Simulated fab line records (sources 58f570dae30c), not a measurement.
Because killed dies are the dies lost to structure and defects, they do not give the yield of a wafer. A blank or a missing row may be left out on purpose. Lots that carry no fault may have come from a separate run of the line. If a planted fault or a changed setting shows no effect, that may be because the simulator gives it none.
Split-lot trial + flow berkeleyCmos170 + on a route of 331 steps: 5 lots, 23 wafers read

## ABOUT THE SPLIT
At UCB170_NLDD_IMPLANT_08, the setting doseCm2 was moved away from the recipe's 5e+13 on 8 of the 23 wafers read, by -5.0% to +5.4%. This setting was run at the recipe's value on the other wafers.

## FROM THE SPLIT TO THE READING: what the file shows between them, 10 steps
- UCB170_NLDD_IMPLANT_09
- UCB170_NLDD_STRIP_10: strips in O2
- UCB170_NSD_COAT_01: resist thk 900 nm (also split here: resistThkNm)
- UCB170_NSD_SOFTBAKE_02: time 60 s
- UCB170_NSD_EXPOSE_03: exposes mask NSELECT MOD, target cd 1200 nm
- UCB170_NSD_IMPLANT_08
- UCB170_NSD_STRIP_09: strips in O2
- UCB170_SDANNEAL_RTA_01: time 5 s (also split here: timeS)
- UCB170_SDANNEAL_RS_MEAS_02: measures by four-point-probe
- UCB170_SDANNEAL_RS_MEAS_03: measures by four-point-probe

## THE READING
Measured at UCB170_SDANNEAL_RS_MEAS_05 by four-point probe: NLDD_RS, in ohm/sq. Fault-free wafers of this fab line usually give 616.0 ohm/sq, standard deviation 1.6 ohm/sq.

| wafer  | tool, chamber at the split | doseCm2 as run | against the recipe | NLDD_RS, ohm/sq | against lot-mates on the recipe |
|--------|----------------------------|----------------|--------------------|-----------------|---------------------------------|
| L074.1 | implanter-01, 0            | 5e+13          | recipe             | 614.8           | -                               |
| L074.2 | implanter-01, 0            | 5e+13          | recipe             | 616.1           | -                               |
| L074.3 | implanter-01, 0            | 4.751e+13      | -5.0%              | 627.2           | +11.8                           |
| L074.5 | implanter-01, 0            | 4.751e+13      | -5.0%              | 626.6           | +11.1                           |
| L074.6 | implanter-01, 0            | 4.751e+13      | -5.0%              | 626.6           | +11.1                           |
| L077.1 | implanter-01, 0            | 5e+13          | recipe             | 614.4           | -                               |
| L077.2 | implanter-01, 0            | 5.269e+13      | +5.4%              | 604.2           | -10.9                           |
| L077.3 | implanter-01, 0            | 5e+13          | recipe             | 616.1           | -                               |
| L077.4 | implanter-01, 0            | 5e+13          | recipe             | 614.9           | -                               |
| L077.5 | implanter-01, 0            | 5.269e+13      | +5.4%              | 603.4           | -11.7                           |
| L079.1 | implanter-02, 0            | 5e+13          | recipe             | 617.3           | -                               |
| L079.3 | implanter-02, 0            | 5e+13          | recipe             | 616.1           | -                               |
| L079.6 | implanter-02, 0            | 5e+13          | recipe             | 617.8           | -                               |
| L082.1 | implanter-03, 0            | 5e+13          | recipe             | 617.0           | -                               |
| L082.2 | implanter-03, 0            | 5e+13          | recipe             | 618.4           | -                               |
| L082.3 | implanter-03, 0            | 5e+13          | recipe             | 616.5           | -                               |
| L082.4 | implanter-03, 0            | 5e+13          | recipe             | 617.0           | -                               |
| L082.5 | implanter-03, 0            | 5e+13          | recipe             | 618.2           | -                               |
| L085.1 | implanter-02, 0            | 5e+13          | recipe             | 618.5           | -                               |
| L085.2 | implanter-02, 0            | 5.117e+13      | +2.3%              | 614.3           | -3.9                            |
| L085.3 | implanter-02, 0            | 5e+13          | recipe             | 617.8           | -                               |
| L085.4 | implanter-02, 0            | 5.117e+13      | +2.3%              | 612.2           | -5.9                            |
| L085.5 | implanter-02, 0            | 5.117e+13      | +2.3%              | 612.5           | -5.6                            |

THE FIT
A straight line over all 23 wafers: NLDD_RS changes by -2.12 ohm/sq for each +1% of doseCm2; r = -0.97; the points scatter about the line by 1.3 ohm/sq.
The same after taking each lot's own level away (the mean of its wafers on the recipe; 23 wafers): -2.21 ohm/sq for each +1%; r = -0.99; scatter 0.72 ohm/sq.
The reading moves by 12 ohm/sq for the largest change in doseCm2, on that fit.
Across the lots, their own levels run from 615.13 to 618.15 ohm/sq, a range of 1.9 times the standard deviation given above.
Consequently the slope shifts little with the lot-to-lot level, the two slopes agreeing.
Check: with one of the wafers moved furthest among these (+5.4%) left out of the fit, the line predicts -12 ohm/sq for it against its lot-mates. It came out at -10.9 ohm/sq against them.

## OTHER SPLITS ON THESE WAFERS
These wafers also went through other splits before the reading. Each is held against what the fit with the lots' levels taken away leaves over:
| other split on the same wafers       | wafers away from the commonest value | r with NLDD_RS (lot level and that fit taken away) |
|--------------------------------------|--------------------------------------|----------------------------------------------------|
| UCB170_START_OXIDATION_02 oxTimeS    | 10                                   | -0.11                                              |
| UCB170_NWELL_COAT_07 spinRpm         | 10                                   | +0.55                                              |
| UCB170_NWELL_IMPLANT_14 doseCm2      | 7                                    | +0.03                                              |
| UCB170_ACTIVE_CVD_05 sih2cl2FlowSccm | 15                                   | +0.04                                              |
| UCB170_PFIELD_IMPLANT_07 energyKev   | 8                                    | +0.00                                              |
| UCB170_GATE_COAT_07 resistThkNm      | 6                                    | -0.08                                              |
| UCB170_PLDD_IMPLANT_09 energyKev     | 11                                   | +0.20                                              |
| UCB170_NLDD_COAT_01 spinRpm          | 9                                    | +0.04                                              |
| UCB170_NSD_COAT_01 resistThkNm       | 7                                    | +0.00                                              |
| UCB170_SDANNEAL_RTA_01 timeS         | 10                                   | +0.39                                              |

## FILE'S OWN FIT
NLDD_RS changes by -2.19 ohm/sq for each +1% of doseCm2, r = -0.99.
